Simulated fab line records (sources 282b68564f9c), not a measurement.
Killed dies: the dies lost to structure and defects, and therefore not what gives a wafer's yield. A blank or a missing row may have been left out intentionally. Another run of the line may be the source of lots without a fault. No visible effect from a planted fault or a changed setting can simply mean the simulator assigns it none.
Which tool was responsible? + flow rit-cmos + 14 lots with 42 wafers sampled at 2 steps, on a route of 202 steps

== WHAT THE GAUGES READ, wafer by wafer ==
RIT_NRETRO_TW_MEAS_10. Usual: NRETRO_TW 1052, standard deviation 9.6.
| lot  | measured    | on            | NRETRO_TW      | flag |
|------|-------------|---------------|----------------|------|
| L339 | day 2 10:38 | film-metro-03 | 1041 1035 1033 |      |
| L340 | day 2 17:35 | film-metro-01 | 1047 1046 1044 |      |
| L341 | day 2 20:59 | film-metro-01 | 1052 1045 1051 |      |
| L342 | day 3 02:28 | film-metro-01 | 1055 1052 1049 |      |
| L343 | day 3 07:02 | film-metro-02 | 1066 1053 1061 |      |
| L344 | day 3 13:49 | film-metro-02 | 1060 1066 1059 |      |
| L345 | day 3 18:57 | film-metro-02 | 1070 1064 1053 |      |
| L346 | day 3 23:23 | film-metro-01 | 1048 1049 1045 |      |
| L347 | day 4 03:22 | film-metro-02 | 1056 1061 1055 |      |
| L351 | day 5 03:20 | film-metro-03 | 1038 1043 1038 |      |
| L353 | day 5 13:05 | film-metro-02 | 978 978 985    | OFF  |
| L355 | day 5 20:59 | film-metro-03 | 965 967 966    | OFF  |
| L358 | day 6 14:29 | film-metro-02 | 1064 1056 1055 |      |
| L360 | day 7 00:03 | film-metro-03 | 1036 1040 1048 |      |

== WHAT TOOL EACH LOT RAN ON (gives the tool, then ch and the chambers of the sampled wafers, and finally the start) ==
| lot  | RIT_NRETRO_IMPLANT_08          |
|------|--------------------------------|
| L339 | implanter-04 ch 0, day 2 10:19 |
| L340 | implanter-04 ch 0, day 2 17:16 |
| L341 | implanter-02 ch 0, day 2 20:40 |
| L342 | implanter-04 ch 0, day 3 02:09 |
| L343 | implanter-04 ch 0, day 3 06:43 |
| L344 | implanter-04 ch 0, day 3 13:29 |
| L345 | implanter-04 ch 0, day 3 18:37 |
| L346 | implanter-02 ch 0, day 3 23:07 |
| L347 | implanter-01 ch 0, day 4 03:04 |
| L351 | implanter-02 ch 0, day 5 03:02 |
| L353 | implanter-02 ch 0, day 5 12:45 |
| L355 | implanter-02 ch 0, day 5 20:40 |
| L358 | implanter-01 ch 0, day 6 14:10 |
| L360 | implanter-01 ch 0, day 6 23:46 |
- RIT_NRETRO_IMPLANT_08

== WHAT THE TOOLS THEMSELVES READ (means of the sampled wafers that have a number; where no wafer has one, the mark that the record gives instead) ==
RIT_NRETRO_IMPLANT_08. Usual: dose-ions-cm2 1.0001e+13, standard deviation 1.2e+10; faraday-current-uA 31.7, standard deviation 0.69.
| lot  | tool         | dose-ions-cm2 | faraday-current-uA | flag |
|------|--------------|---------------|--------------------|------|
| L339 | implanter-04 | 9.9990e+12    | 31.7               |      |
| L340 | implanter-04 | 1.0000e+13    | 31.6               |      |
| L341 | implanter-02 | 9.9960e+12    | 31.7               |      |
| L342 | implanter-04 | 9.9847e+12    | 31.7               |      |
| L343 | implanter-04 | 9.9970e+12    | 31.7               |      |
| L344 | implanter-04 | 1.0005e+13    | 32.2               |      |
| L345 | implanter-04 | 1.0002e+13    | 31.2               |      |
| L346 | implanter-02 | 1.0009e+13    | 32.1               |      |
| L347 | implanter-01 | 1.0002e+13    | 32.0               |      |
| L351 | implanter-02 | 9.9873e+12    | 31.3               |      |
| L353 | implanter-02 | 7.8137e+12    | 24.7               | OFF  |
| L355 | implanter-02 | 7.8010e+12    | 24.6               | OFF  |
| L358 | implanter-01 | 1.0013e+13    | 32.1               |      |
| L360 | implanter-01 | 9.9850e+12    | 31.1               |      |

== THE ANSWER, worked out from the rows above alone ==
Rule: lot off if the mean of its wafers having a number is beyond 3 standard deviations from the usual mean. A lot without any number at a reading at which 4 lots or more have one is off too. The other lots that the step has rows for count as sound. First the gauges in route order, then the tools' own readings, where a lot's mean is used as printed above. The first step at which some lot is off is used, and at that step the reading that is off furthest; a lot without a number counts as furthest.
Off: L353, L355, at RIT_NRETRO_TW_MEAS_10 (NRETRO_TW).
A tool fits if, at a process step before that reading, it ran every lot that is off, and no sound lot after the first of them. Not tried: the gauges at RIT_NRETRO_TW_MEAS_10; whatever is off there is also off at RIT_NRETRO_IMPLANT_08, on other tools, and gauge error can't account for it. One fits: implanter-02 at RIT_NRETRO_IMPLANT_08. A fault onset in the window from L351 (day 5 03:02, its last sound lot) to L353 (day 5 12:45, its first lot off) fits.
The tool's own readings at RIT_NRETRO_IMPLANT_08 bear it out: on the lots that are off they differ by more than 5 times the standard deviation of the sound lots' means. dose-ions-cm2 reads 7.8074e+12 there against 9.9983e+12 on the sound lots; faraday-current-uA reads 24.6 there against 31.7 on the sound lots.

== WHAT THE SIMULATOR PUT IN ==
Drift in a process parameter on implanter-02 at RIT_NRETRO_IMPLANT_08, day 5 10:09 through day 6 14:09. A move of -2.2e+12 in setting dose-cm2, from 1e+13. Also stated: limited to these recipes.
Shown lots that were struck: L353, L355. The rule above found the same.
